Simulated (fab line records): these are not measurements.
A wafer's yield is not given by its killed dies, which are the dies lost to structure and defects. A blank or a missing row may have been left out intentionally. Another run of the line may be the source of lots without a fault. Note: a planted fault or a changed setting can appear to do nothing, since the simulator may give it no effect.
Lot-split experiment || flow berkeleyCmos170 || route with 331 steps; 5 lots, 23 wafers read

## THE SPLIT ITSELF
At UCB170_V1_CVD_00 (deposits SiO2 from TEOS/O2, target thk 2000 nm, time 250 s), the setting timeS was moved away from the recipe's 250 s on 5 of the 23 wafers read, by -13.7% to -12.2%. The other wafers ran this setting at the recipe's value.

No step appears in the file between the split and the reading.

## THE READING
At UCB170_V1_THK_MEAS_01: V1_TEOS_THK, given in nm. A value of 1998 nm with a standard deviation of 28 nm is what fault-free wafers of this fab line usually give.

{"wafer": "L074.1", "tool, chamber at the split": "pecvd-02, 2", "timeS as run, s": 250, "against the recipe": "recipe", "V1_TEOS_THK, nm": 1974, "against lot-mates on the recipe": "-"}
{"wafer": "L074.2", "tool, chamber at the split": "pecvd-02, 0", "timeS as run, s": 250, "against the recipe": "recipe", "V1_TEOS_THK, nm": 2006, "against lot-mates on the recipe": "-"}
{"wafer": "L074.3", "tool, chamber at the split": "pecvd-02, 1", "timeS as run, s": 250, "against the recipe": "recipe", "V1_TEOS_THK, nm": 2006, "against lot-mates on the recipe": "-"}
{"wafer": "L074.5", "tool, chamber at the split": "pecvd-02, 1", "timeS as run, s": 250, "against the recipe": "recipe", "V1_TEOS_THK, nm": 2025, "against lot-mates on the recipe": "-"}
{"wafer": "L074.6", "tool, chamber at the split": "pecvd-02, 2", "timeS as run, s": 250, "against the recipe": "recipe", "V1_TEOS_THK, nm": 1995, "against lot-mates on the recipe": "-"}
{"wafer": "L077.1", "tool, chamber at the split": "pecvd-01, 1", "timeS as run, s": 250, "against the recipe": "recipe", "V1_TEOS_THK, nm": 1968, "against lot-mates on the recipe": "-"}
{"wafer": "L077.4", "tool, chamber at the split": "pecvd-01, 1", "timeS as run, s": 250, "against the recipe": "recipe", "V1_TEOS_THK, nm": 1991, "against lot-mates on the recipe": "-"}
{"wafer": "L077.6", "tool, chamber at the split": "pecvd-01, 0", "timeS as run, s": 250, "against the recipe": "recipe", "V1_TEOS_THK, nm": 2000, "against lot-mates on the recipe": "-"}
{"wafer": "L078.2", "tool, chamber at the split": "pecvd-03, 1", "timeS as run, s": 250, "against the recipe": "recipe", "V1_TEOS_THK, nm": 1980, "against lot-mates on the recipe": "-"}
{"wafer": "L078.3", "tool, chamber at the split": "pecvd-03, 2", "timeS as run, s": 250, "against the recipe": "recipe", "V1_TEOS_THK, nm": 2009, "against lot-mates on the recipe": "-"}
{"wafer": "L078.4", "tool, chamber at the split": "pecvd-03, 1", "timeS as run, s": 250, "against the recipe": "recipe", "V1_TEOS_THK, nm": 2011, "against lot-mates on the recipe": "-"}
{"wafer": "L078.5", "tool, chamber at the split": "pecvd-03, 0", "timeS as run, s": 250, "against the recipe": "recipe", "V1_TEOS_THK, nm": 2052, "against lot-mates on the recipe": "-"}
{"wafer": "L078.6", "tool, chamber at the split": "pecvd-03, 2", "timeS as run, s": 250, "against the recipe": "recipe", "V1_TEOS_THK, nm": 2042, "against lot-mates on the recipe": "-"}
{"wafer": "L079.1", "tool, chamber at the split": "pecvd-01, 1", "timeS as run, s": 250, "against the recipe": "recipe", "V1_TEOS_THK, nm": 1943, "against lot-mates on the recipe": "-"}
{"wafer": "L079.2", "tool, chamber at the split": "pecvd-01, 2", "timeS as run, s": 219.4, "against the recipe": "-12.2%", "V1_TEOS_THK, nm": 1725, "against lot-mates on the recipe": -239}
{"wafer": "L079.3", "tool, chamber at the split": "pecvd-01, 0", "timeS as run, s": 219.4, "against the recipe": "-12.2%", "V1_TEOS_THK, nm": 1707, "against lot-mates on the recipe": -257}
{"wafer": "L079.4", "tool, chamber at the split": "pecvd-01, 1", "timeS as run, s": 250, "against the recipe": "recipe", "V1_TEOS_THK, nm": 1985, "against lot-mates on the recipe": "-"}
{"wafer": "L079.6", "tool, chamber at the split": "pecvd-01, 2", "timeS as run, s": 219.4, "against the recipe": "-12.2%", "V1_TEOS_THK, nm": 1737, "against lot-mates on the recipe": -227}
{"wafer": "L085.1", "tool, chamber at the split": "pecvd-01, 0", "timeS as run, s": 250, "against the recipe": "recipe", "V1_TEOS_THK, nm": 1998, "against lot-mates on the recipe": "-"}
{"wafer": "L085.3", "tool, chamber at the split": "pecvd-01, 1", "timeS as run, s": 215.7, "against the recipe": "-13.7%", "V1_TEOS_THK, nm": 1734, "against lot-mates on the recipe": -277}
{"wafer": "L085.4", "tool, chamber at the split": "pecvd-01, 1", "timeS as run, s": 250, "against the recipe": "recipe", "V1_TEOS_THK, nm": 2014, "against lot-mates on the recipe": "-"}
{"wafer": "L085.5", "tool, chamber at the split": "pecvd-01, 2", "timeS as run, s": 215.7, "against the recipe": "-13.7%", "V1_TEOS_THK, nm": 1758, "against lot-mates on the recipe": -253}
{"wafer": "L085.6", "tool, chamber at the split": "pecvd-01, 0", "timeS as run, s": 250, "against the recipe": "recipe", "V1_TEOS_THK, nm": 2021, "against lot-mates on the recipe": "-"}

THE FIT
A straight line over all 23 wafers: V1_TEOS_THK changes by +20.8 nm for each +1% of timeS; r = +0.97; the points scatter about the line by 28 nm.
The same after taking each lot's own level away (the mean of its wafers on the recipe; 23 wafers): +19.5 nm for each +1%; r = +0.99; scatter 18 nm.
That fit puts the effect of the largest move of timeS on the reading at 2.7e+02 nm.
The span of the lots' own levels, 1964.0 to 2018.8 nm, comes to 2.0 times the standard deviation stated above.
So the lot-to-lot level changes the slope little: the two slopes agree.
Check: with one of the wafers moved furthest among these (-13.7%) left out of the fit, the line predicts -265 nm for it against its lot-mates. It came out at -277 nm against them.

## THESE WAFERS: OTHER SPLITS
Before the reading, these wafers also passed through other splits. Each is held against what the fit with the lots' levels taken away leaves over:
{"other split on the same wafers": "UCB170_M1_PEB_07 pebTempC", "wafers away from the commonest value": 7, "r with V1_TEOS_THK (lot level and that fit taken away)": "+0.08"}

## THE WHOLE CHAIN: every reading that the file lists as answering this split, in the file's order
{"step": "UCB170_V1_CVD_00", "what it does": "deposits SiO2 from TEOS/O2, target thk 2000 nm, time 250 s", "reading": "SiO2_of_V1_CVD_00.thkNm (the simulator's own value, which no gauge read)", "change (the file's fit)": "+19.5 nm for each +1% of the setting", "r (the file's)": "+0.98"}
{"step": "UCB170_V1_THK_MEAS_01", "what it does": "", "reading": "V1_TEOS_THK", "change (the file's fit)": "+19.5 for each +1% of the setting", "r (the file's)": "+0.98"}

## THE FILE'S OWN FIT
V1_TEOS_THK changes by +19.5 nm for each +1% of timeS, r = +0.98.
